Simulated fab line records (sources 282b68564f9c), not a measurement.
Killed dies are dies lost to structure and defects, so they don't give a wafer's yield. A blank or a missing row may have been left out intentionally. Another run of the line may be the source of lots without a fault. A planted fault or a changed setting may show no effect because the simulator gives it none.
Commonality check across tools -- flow rit-cmos -- 15 lots, 45 wafers sampled

## REASON IT WAS OPENED
RIT_CONTACT_OVL_MEAS_09, reading CONTACT_OVL: flagged on 3 of 15 lots. Wafers without a fault read 0.6 nm, standard deviation 1.3.
Rule: flag the lot when none of its wafers has a number, or when each of its wafers that has one lies beyond 4 standard deviations from that mean. The other lots count as sound.

lot,measured,on,"CONTACT_OVL (nm), wafer by wafer",flag
L430,day 3 08:54,overlay-01,1.1 3.3 0.3,
L432,day 3 20:46,overlay-02,1.3 1.0 1.1,
L433,day 4 01:55,overlay-01,1.3 2.3 1.2,
L434,day 4 08:54,overlay-02,0.9 -2.3 0.1,
L435,day 4 11:08,overlay-02,0.4 1.0 1.5,
L436,day 4 15:20,overlay-01,0.6 2.0 1.5,
L437,day 4 20:29,overlay-02,-1.9 -2.5 -1.6,
L438,day 5 00:35,overlay-01,-0.7 0.5 1.4,
L439,day 5 05:50,overlay-02,-1.1 -2.9 -2.6,
L443,day 6 00:13,overlay-01,239.8 238.3 241.2,FLAGGED
L444,day 6 06:18,overlay-02,238.5 240.5 238.7,FLAGGED
L445,day 6 10:40,overlay-02,-0.3 0.8 1.6,
L447,day 6 18:47,overlay-01,240.1 241.0 240.8,FLAGGED
L450,day 7 13:11,overlay-01,0.5 0.9 1.1,
L452,day 7 19:13,overlay-02,1.1 0.2 0.0,
The numbers of the flagged lots are 239.9 nm on average: +239.3 nm against the usual, or +99 or more standard deviations.

## WHICH TOOL EACH LOT WENT THROUGH
The record keeps 1 process step preceding the reading, out of 202 steps on the route. Read each cell as the tool, then ch plus the chambers that the sampled wafers visited, then the start.
lot,flag,RIT_CONTACT_EXPOSE_05
L430,,"iline-stepper-01 ch 0, day 3 08:16"
L432,,"iline-stepper-02 ch 0, day 3 20:08"
L433,,"iline-stepper-01 ch 0, day 4 01:17"
L434,,"iline-stepper-01 ch 0, day 4 08:16"
L435,,"iline-stepper-01 ch 0, day 4 10:28"
L436,,"iline-stepper-02 ch 0, day 4 14:43"
L437,,"iline-stepper-02 ch 0, day 4 19:52"
L438,,"iline-stepper-01 ch 0, day 4 23:58"
L439,,"iline-stepper-02 ch 0, day 5 05:11"
L443,FLAGGED,"iline-stepper-02 ch 0, day 5 23:35"
L444,FLAGGED,"iline-stepper-02 ch 0, day 6 05:41"
L445,,"iline-stepper-01 ch 0, day 6 10:02"
L447,FLAGGED,"iline-stepper-02 ch 0, day 6 18:09"
L450,,"iline-stepper-01 ch 0, day 7 12:34"
L452,,"iline-stepper-01 ch 0, day 7 18:35"
These steps, and what they do:
- RIT_CONTACT_EXPOSE_05: exposes mask M11, target cd 1000 nm.
- RIT_CONTACT_OVL_MEAS_09

## FLAGGED OVER TOTAL, TOOL BY TOOL (the gauges that took the reading come last)
step,tool,lots run,flagged,share of the flagged lots,sound lots run after its first flagged lot
RIT_CONTACT_EXPOSE_05,iline-stepper-01,8,0,none,-
RIT_CONTACT_EXPOSE_05,iline-stepper-02,7,3,all,0
RIT_CONTACT_OVL_MEAS_09,overlay-01,7,2,some,1 (L450)
RIT_CONTACT_OVL_MEAS_09,overlay-02,8,1,some,"2 (L445,L452)"

## WHAT THE TABLE ALLOWS
1 row of the table ran every flagged lot: iline-stepper-02 at RIT_CONTACT_EXPOSE_05.
- iline-stepper-02 at RIT_CONTACT_EXPOSE_05: 3 of its 7 lots flagged. Its last sound lot is L439 (day 5 05:11), its first flagged lot L443 (day 5 23:35): a fault that began between those two fits.
Just one tool remains: iline-stepper-02 at RIT_CONTACT_EXPOSE_05.

## WHAT THE SIMULATOR PUT IN
Scanner matching overlay: iline-stepper-02, from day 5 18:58 on, at RIT_CONTACT_EXPOSE_05. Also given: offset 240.
Struck lots among those shown: L443, L444, L447. This agrees with what the rule above found.
